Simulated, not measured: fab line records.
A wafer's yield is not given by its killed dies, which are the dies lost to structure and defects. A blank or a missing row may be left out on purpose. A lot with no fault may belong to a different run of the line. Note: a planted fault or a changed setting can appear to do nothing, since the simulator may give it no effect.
2 desks looking at one fault :: flow rit cmos :: each desk has only its own numbers; what lay behind them comes last

FOR THE TOOL OWNER'S DESK: lpcvd-02
The tool's own readings at RIT_ACTIVE_CVD_03 (deposits Si3N4 from SiH2Cl2/NH3, target thk 150 nm, time 1500 s): means of the sampled wafers that have a number, for each lot that ran on this tool. The brackets show how far a lot's mean lies from the usual mean; more than 4 standard deviations puts the lot out of limits, marked OUT.
Columns: A = pressure mtorr at RIT_ACTIVE_CVD_03, usual 300.1 mTorr; B = spike tc load C at RIT_ACTIVE_CVD_03, usual 835.3 C
lot: L616
first seen here: day 2 06:09
A: 300.5
B: 833.1

lot: L619
first seen here: day 2 18:07
A: 299.7
B: 836.7

lot: L624
first seen here: day 3 19:07
A: 300.4
B: 833.6
Finding of this desk: none of the 3 lots has anything out of limits.

FROM THE METROLOGY DESK
Lot by lot, what the gauges showed, no matter which tool ran the lot: averages of those sampled wafers that carry a number. The brackets show how far a lot's mean lies from the usual mean; more than 4 standard deviations puts the lot out of limits, marked OUT.
Columns: A = ACTIVE_OXIDE_THK at RIT_ACTIVE_THK_MEAS_02, usual 46.7 nm; B = ACTIVE_NITRIDE_THK at RIT_ACTIVE_THK_MEAS_04, usual 150.3 nm; C = NSD_TW at RIT_NSD_TW_MEAS_10, usual 3129
lot: L613
first seen here: day 1 12:04
A: 46.8
B: 151.3
C: 3095

lot: L614
first seen here: day 1 17:04
A: 47.0
B: 151.6
C: 3110

lot: L615
first seen here: day 1 22:25
A: 48.0
B: 149.7
C: 3171

lot: L616
first seen here: day 2 06:06
A: 47.7
B: 148.5
C: 3117

lot: L617
first seen here: day 2 14:11
A: 46.7
B: 152.0
C: 3189

lot: L618
first seen here: day 2 14:12
A: 47.5
B: 149.5
C: 3109

lot: L619
first seen here: day 2 18:03
A: 45.8
B: 149.9
C: 3099

lot: L624
first seen here: day 3 19:04
A: 46.3
B: 120.6 (-21) OUT
C: 3123

lot: L631
first seen here: day 5 06:44
A: 47.4
B: 149.2
C: 3080

lot: L633
first seen here: day 5 16:03
A: 45.0
B: 149.2
C: 3188

lot: L635
first seen here: day 6 02:04
A: 47.1
B: 148.2
C: 3092

lot: L636
first seen here: day 6 07:03
A: 46.6
B: 148.4
C: 3180
This desk's finding: out of limits on L624; first on L624, day 3 20:33 (ACTIVE_NITRIDE_THK at RIT_ACTIVE_THK_MEAS_04). Within limits: L613, L614, L615, L616, L617, L618, L619, L631, L633, L635, L636.

PUT TOGETHER
The metrology desk could have raised an alarm at day 3 20:33, on L624.
Nothing out of limits was seen by the tool owner's desk.
Tool owner's desk: L624 on record, inside its limits.
All the named lots went through RIT_ACTIVE_CVD_03 on lpcvd-02.

WHAT THE SIMULATOR HAD INSERTED
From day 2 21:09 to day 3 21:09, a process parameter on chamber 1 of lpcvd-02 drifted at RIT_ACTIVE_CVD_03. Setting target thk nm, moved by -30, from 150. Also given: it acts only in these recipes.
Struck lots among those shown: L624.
Per desk, hours elapsed from the start of the fault to the first reading out of limits: for the metrology desk, 23.
